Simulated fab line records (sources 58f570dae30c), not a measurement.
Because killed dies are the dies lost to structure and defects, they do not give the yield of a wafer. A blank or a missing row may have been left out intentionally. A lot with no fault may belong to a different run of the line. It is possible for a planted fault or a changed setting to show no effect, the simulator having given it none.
Problem report, 8D (eight disciplines) form, completed by code :: flow berkeley-cmos170 :: the parts of the form that need people (team, actions taken, sign-off) are left out

1. PROBLEM STATEMENT
Across 6 wafers from 2 lots, WELLDRIVE_OXIDE_THK at UCB170_WELLDRIVE_THK_MEAS_02 averages 229 nm, while fault-free wafers read 199 nm with a standard deviation of 3.1. That puts it +9.7 standard deviations away from the usual mean.
First observed at day 6 08:43: wafer L682.1, on film-metro-03. Wafers with a number at this step in the record: 42, from 14 lots. By rule, "out" or "out of limits" means more than 4 standard deviations away from the usual mean. The other wafers with a number count as sound.

2. WHAT IT IS; WHAT IT IS NOT
question: which readings at this step
is: WELLDRIVE_OXIDE_THK
is not: -

question: which lots
is: L682, L683
is not: L673, L674, L675, L676, L677, L679, L687, L688, L690, L691, L692, L693

question: which wafers of those lots
is: all that have a number
is not: -

question: read on which gauges
is: film-metro-03, film-metro-04
is not: film-metro-01

question: when
is: from day 6 08:43
is not: up to then (18 sound wafers); but 18 sound wafers of L687, L688, L690, L691, L692, L693 came after

3. SUSPECTS, AND WHAT RULES EACH OUT
Counting: a tool stays on the suspect list if, at a process step up to the reading, it processed all lots that are out and no sound lot following the first of them.
- the gauge at UCB170_WELLDRIVE_THK_MEAS_02 has been ruled out. 2 gauges (film-metro-03, film-metro-04) read the wafers that are out.
- furnace-01 at UCB170_WELLDRIVE_OXIDATION_01 (target thk 199 nm, ox time 9000 s): kept. Every lot that is out went through it, starting with L682 (day 6 05:13), and after that it ran no sound lot; the last sound lot it ran before then is L679 (day 5 06:01). Its own readings are out on those wafers: spike-tc-centre-C, spike-tc-load-C, spike-tc-source-C, tube-center-temp-C, tube_center_temp_C_max.
Left after counting: furnace-01 at UCB170_WELLDRIVE_OXIDATION_01.

4. THE CAUSE (what the simulator had put in)
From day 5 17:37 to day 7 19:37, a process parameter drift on furnace-01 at UCB170_WELLDRIVE_OXIDATION_01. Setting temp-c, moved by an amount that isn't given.
This tool alone remained once counting was done.

5. SEQUENCE OF EFFECTS, ordered by route
Each row: a reading whose mean over the struck wafers that have a number lies more than 3 standard deviations from the usual. Only readings for which the record gives a usual standard deviation are gone through. hours: the time from each lot's start at the first step in this table that gives one to its start at this step, as a median over the lots. sigmas: the change in usual standard deviations.
hours: 0
step: UCB170_WELLDRIVE_OXIDATION_01
reading: spike-tc-centre-C
usual: 1102.7 C
on struck wafers: 1134.2
change: +31.5
sigmas: +29

hours: 0
step: UCB170_WELLDRIVE_OXIDATION_01
reading: spike-tc-load-C
usual: 1128.9 C
on struck wafers: 1163.0
change: +34.1
sigmas: +19

hours: 0
step: UCB170_WELLDRIVE_OXIDATION_01
reading: spike-tc-source-C
usual: 1125.5 C
on struck wafers: 1158.6
change: +33.1
sigmas: +22

hours: 0
step: UCB170_WELLDRIVE_OXIDATION_01
reading: tube-center-temp-C
usual: 1100.0 C
on struck wafers: 1131.9
change: +31.9
sigmas: +99 or more

hours: 0
step: UCB170_WELLDRIVE_OXIDATION_01
reading: tube_center_temp_C_max
usual: 1102.9
on struck wafers: 1134.5
change: +31.6
sigmas: +69

hours: 4
step: UCB170_WELLDRIVE_THK_MEAS_02
reading: WELLDRIVE_OXIDE_THK
usual: 199 nm
on struck wafers: 229
change: +30
sigmas: +9.7
The process steps in it:
- UCB170_WELLDRIVE_OXIDATION_01: target thk 199 nm, ox time 9000 s.
Later measuring or inspecting steps at which every struck wafer that the step has a row for has a number for every such reading, and none has moved that far: UCB170_CONTACT_CD_MEAS_90.

6. HOW IT WOULD HAVE BEEN CAUGHT EARLIER
The first out-of-limits reading at a measuring or inspecting step in this record came at day 6 08:43, 15 hours after the fault's start at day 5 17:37.
Tool's own readings at UCB170_WELLDRIVE_OXIDATION_01, spike-tc-centre-C, spike-tc-load-C, spike-tc-source-C, tube-center-temp-C, tube_center_temp_C_max: out on all struck wafers the step has rows for; an alarm limit on them would have tripped on the first.
The start of UCB170_WELLDRIVE_OXIDATION_01 on furnace-01 came by day 6 08:43 for every one of the lots that are out (2). Tool hold at that time: it would have spared none of them.
